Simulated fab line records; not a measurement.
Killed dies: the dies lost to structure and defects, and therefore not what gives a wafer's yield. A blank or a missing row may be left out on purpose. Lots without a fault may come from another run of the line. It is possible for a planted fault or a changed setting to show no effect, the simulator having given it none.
The same fault as seen by 2 desks | flow berkeley-cmos170 | only its own numbers are on each desk; what lay behind them is given at the end

== THE METROLOGY DESK ==
Lot by lot, what the gauges showed, no matter which tool ran the lot: averages of those sampled wafers that carry a number. The brackets show how far a lot's mean lies from the usual mean; more than 4 standard deviations puts the lot out of limits, marked OUT.
Columns: A = PFIELD_TW at UCB170_PFIELD_TW_MEAS_09, usual 603; B = FIELD_OXIDE_THK at UCB170_FIELD_THK_MEAS_02, usual 562 nm; C = FIELD_OXIDE_LEFT_1_THK at UCB170_FIELD_THK_MEAS_90, usual 445 nm; D = SACOX_OXIDE_THK at UCB170_SACOX_THK_MEAS_02, usual 14.4 nm
lot  | first seen here | A   | B   | C   | D
L205 | day 4 13:46     | 604 | 558 | 440 | 14.7
L207 | day 4 23:25     | 603 | 541 | 425 | 14.3
L216 | day 6 15:52     | 604 | 559 | 441 | 14.7
L225 | day 8 13:47     | 610 | 585 | 468 | 13.9
L226 | day 8 14:07     | 594 | 553 | 437 | 14.2
L227 | day 9 03:32     | 611 | 564 | 447 | 14.5
This desk found nothing out of limits on any of the 6 lots.

== AT THE TOOL OWNER'S DESK: wet-bench-01 ==
The tool's own readings at UCB170_SCREENOX_WET_ETCH_00 (etches SiO2 in dHF, time 200 s): means of the sampled wafers that have a number, for each lot that ran on this tool. The brackets show how far a lot's mean lies from the usual mean; more than 4 standard deviations puts the lot out of limits, marked OUT.
Columns: A = bath-heat-duty-pct at UCB170_SCREENOX_WET_ETCH_00, usual 6.2 %; B = run-length-s at UCB170_SCREENOX_WET_ETCH_00, usual 227 s
lot  | first seen here | A   | B
L207 | day 5 17:03     | 6.3 | 226
L216 | day 7 11:24     | 6.7 | 227
This desk found nothing out of limits on any of the 2 lots.

== TAKEN TOGETHER ==
The metrology desk saw nothing out of limits.
Nothing out of limits was seen by the tool owner's desk.

== WHAT THE SIMULATOR HAD PUT IN ==
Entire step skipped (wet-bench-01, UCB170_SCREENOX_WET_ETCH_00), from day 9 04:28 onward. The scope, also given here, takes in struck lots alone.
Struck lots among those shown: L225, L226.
